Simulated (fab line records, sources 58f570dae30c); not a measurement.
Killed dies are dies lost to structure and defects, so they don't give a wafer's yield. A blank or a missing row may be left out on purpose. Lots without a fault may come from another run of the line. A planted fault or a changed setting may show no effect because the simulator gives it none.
Chamber matching | flow berkeley_cmos170 | UCB170_V2_CVD_00 on pecvd-02: 3 sister chambers
The step deposits SiO2 from TEOS/O2, target thk 2000 nm, time 250 s. 6 wafers are shown with their chamber, then 8 later ones without.

WAFERS WITH THEIR CHAMBER
wafer  | chamber | heater_power_w (W) | rf_fwd_power_W (W)
L889.4 | 1       | 357                | 549.0
L893.6 | 0       | 222                | 547.6
L894.1 | 1       | 316                | 547.2
L894.2 | 2       | 340                | 547.3
L894.6 | 0       | 315                | 548.5
L895.1 | 2       | 300                | 547.9

WAFERS WITHOUT THEIR CHAMBER
wafer  | heater_power_w (W) | rf_fwd_power_W (W)
L895.3 | 306                | 549.5
L895.4 | 361                | 549.8
L897.3 | 283                | 548.8
L897.4 | 260                | 548.4
L897.5 | 253                | 550.0
L899.4 | 256                | 549.2
L899.5 | 227                | 550.0
L899.6 | 256                | 547.6

WHICH CHAMBER EACH WENT THROUGH
wafer  | from the rows above          | in truth
L895.3 | can't be placed: 1 or 0 or 2 | 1
L895.4 | can't be placed: 1 or 2 or 0 | 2
L897.3 | can't be placed: 0 or 1 or 2 | 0
L897.4 | can't be placed: 0 or 2 or 1 | 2
L897.5 | can't be placed: 0 or 1 or 2 | 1
L899.4 | can't be placed: 0 or 1 or 2 | 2
L899.5 | can't be placed: 0 or 1 or 2 | 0
L899.6 | can't be placed: 0 or 2 or 1 | 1
Placed correctly: 0 of 8. Can't be placed from these rows: 8 (the true chamber is among the candidates in 8). Placed wrongly: 0.
How it was worked out, from the rows above alone: a wafer's distance from a chamber is the root of the sum, over the readings, of the square of ((its reading less the chamber's mean) divided by the reading's scatter). The wafer belongs to the nearest chamber; if the next one is less than 2 further off, it can't be placed. A chamber's mean is the mean of its shown wafers. The scatter: the root of (the sum of the squares of (reading less its chamber's mean) over the shown wafers, divided by (wafers less chambers)).
